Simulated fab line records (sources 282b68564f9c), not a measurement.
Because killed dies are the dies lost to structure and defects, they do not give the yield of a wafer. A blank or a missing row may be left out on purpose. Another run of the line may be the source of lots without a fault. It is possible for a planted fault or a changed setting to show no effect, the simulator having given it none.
What tool caused it? | flow rit_cmos | 18 wafers sampled from 6 lots at 1 step of a route of 202

## WHAT THE GAUGES READ, wafer by wafer
RIT_ACTIVE_BOW_MEAS_00.
lot  | measured    | on            | INCOMING_BOW (um)
L320 | day 1 15:04 | film_metro-04 | 8 3 3
L322 | day 2 01:02 | film_metro-02 | 3 -2 -6
L328 | day 3 07:00 | film_metro-02 | -5 -3 0
L332 | day 4 03:01 | film_metro-04 | 5 3 5
L334 | day 4 13:01 | film_metro-01 | 3 2 5
L338 | day 5 09:00 | film_metro-01 | 4 -4 -7

## EACH LOT AND THE TOOL THAT RAN IT (in order: tool; ch and the chambers of the sampled wafers; start)
The record holds no process step before these readings.

## THE ANSWER, worked out from the rows above alone
Rule: the lots themselves supply what counts as usual. The widest of any qualifying gaps counts: lots, ordered by their means at a reading, are off when they make up no more than a third of the lots, leave a main group of 4 or more, and stand apart from it by 3 or more times the standard deviation of that group's means. A main group whose means are all the same, to the digits that the tables above print for the reading, isn't used. A lot without any number at a reading at which 4 lots or more have one is off too. Any other lot the step has rows for is counted as sound.
Across all readings shown, no lot is off: no conclusion can be drawn from this.

## WHAT WAS PUT IN BY THE SIMULATOR
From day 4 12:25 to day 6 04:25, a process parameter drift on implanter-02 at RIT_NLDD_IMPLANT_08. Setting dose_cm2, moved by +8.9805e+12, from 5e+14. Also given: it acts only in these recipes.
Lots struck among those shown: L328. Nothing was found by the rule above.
